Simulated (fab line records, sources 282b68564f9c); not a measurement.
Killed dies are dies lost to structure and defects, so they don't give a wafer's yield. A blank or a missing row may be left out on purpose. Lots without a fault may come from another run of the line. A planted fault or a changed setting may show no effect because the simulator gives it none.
A struck lot beside a sound one | flow rit_cmos | 22 steps out of a route of 202
Sound: wafers L769.2, L769.3, L769.4. Struck: wafers L774.2, L774.3, L774.4. The cause comes at the end.
At each step with rows: each side's tool, then ch and its chambers, then its first start. Under that, the readings that differ: sound wafers | struck wafers | difference of the means | sigmas: that difference in standard deviations of wafers without a fault.
alike: readings whose means differ by less than 2 such deviations, and words and numbers that are the same on both sides. not compared: withheld readings, readings that some wafer has no value for, bounds like >300 that may hide the same value, and numbers for which the record gives no deviation and whose values overlap.
The two part at a step that has a row with sigmas, a row that says differs or no value, or rows on one side only. Numbers that don't overlap but have no deviation are shown without sigmas and don't part them. A reading that every wafer of one side lacks parts them only if that side has two wafers or more.

first, 4 steps without rows for these wafers: RIT_NSD_SOFTBAKE_02 (time 60 s); RIT_NSD_EXPOSE_03 (exposes mask M9, target cd 40700 nm); RIT_NSD_PEB_04; RIT_NSD_DEVELOP_05 (develop time 50 s).
RIT_NSD_OVL_MEAS_06:
  sound on overlay-01, day 4 07:05; struck on overlay-01, day 4 23:46
  alike: NSD_OVL
then, 2 steps without rows for these wafers: RIT_NSD_HARDBAKE_07 (time 60 s); RIT_NSD_IMPLANT_08.
RIT_NSD_STRIP_09: strips in O2, time 180 s.
  sound on plasma_asher-03 ch 0,1, day 4 07:34; struck on plasma_asher-04 ch 0,1, day 5 00:06
  reading                     | sound       | struck      | difference | sigmas
  drypump_motor_current_A (A) | 5.4 5.9 5.5 | 6.7 6.7 6.4 | +1.0       | +2
  not compared: rf_hours_counter_h
RIT_NSD_TW_MEAS_10:
  sound on film_metro-04, day 4 07:44; struck on film_metro-03, day 5 00:17
  reading | sound          | struck         | difference | sigmas
  NSD_TW  | 3097 3086 3108 | 3141 3131 3125 | +35        | +3
then, 3 steps without rows for these wafers: RIT_PSD_HMDS_00 (prime time 60 s); RIT_PSD_COAT_01 (resist thk 1000 nm); RIT_PSD_SOFTBAKE_02 (time 60 s).
RIT_PSD_EXPOSE_03: exposes mask M10, target cd 40900 nm.
  sound on iline_stepper-02 ch 0, day 4 08:26; struck on iline_stepper-01 ch 0, day 5 00:56
  reading | sound             | struck         | difference | sigmas
  mask    | M10#0 M10#0 M10#0 | M9#0 M9#0 M9#0 | differs    |
then, 2 steps without rows for these wafers: RIT_PSD_PEB_04; RIT_PSD_DEVELOP_05 (develop time 50 s).
RIT_PSD_OVL_MEAS_06:
  sound on overlay-01, day 4 08:53; struck on overlay-02, day 5 01:19
  reading      | sound         | struck | difference                    | sigmas
  PSD_OVL (nm) | -0.5 -0.1 0.2 | - - -  | no value on the struck wafers |
then, 2 steps without rows for these wafers: RIT_PSD_HARDBAKE_07 (time 60 s); RIT_PSD_IMPLANT_08.
RIT_PSD_STRIP_09: strips in O2, time 180 s.
  sound on plasma_asher-03 ch 0,1, day 4 09:20; struck on plasma_asher-04 ch 0,1, day 5 01:53
  reading                     | sound       | struck      | difference | sigmas
  drypump_motor_current_A (A) | 5.5 5.9 5.5 | 6.7 6.7 6.3 | +0.9       | +2
  not compared: rf_hours_counter_h
RIT_PSD_TW_MEAS_10:
  sound on film_metro-03, day 4 09:31; struck on film_metro-04, day 5 02:04
  reading | sound          | struck   | difference | sigmas
  PSD_TW  | 3405 3426 3417 | 30 30 30 | -3386      | -99 or more
then, 1 step without rows for these wafers: RIT_SDANNEAL_CLEAN_00 (cleans in SC1, time 600 s).
RIT_M1_PROBE_99:
  sound on prober-02, day 4 19:15; struck on prober-01, day 5 09:57
  reading             | sound  | struck      | difference | sigmas
  killed_at_front_end | 9 4 9  | 264 264 264 | +257       | +92
  killed_dies         | 9 4 10 | 264 264 264 | +256       | +92
  killed_on_rim       | 5 0 1  | 70 70 70    | +68        | +52
  alike: killed_at_contacts, killed_open, killed_short

WHERE THEY PART
First at RIT_NSD_STRIP_09; last, within this record, at RIT_M1_PROBE_99.

WHY: what the simulator had put in
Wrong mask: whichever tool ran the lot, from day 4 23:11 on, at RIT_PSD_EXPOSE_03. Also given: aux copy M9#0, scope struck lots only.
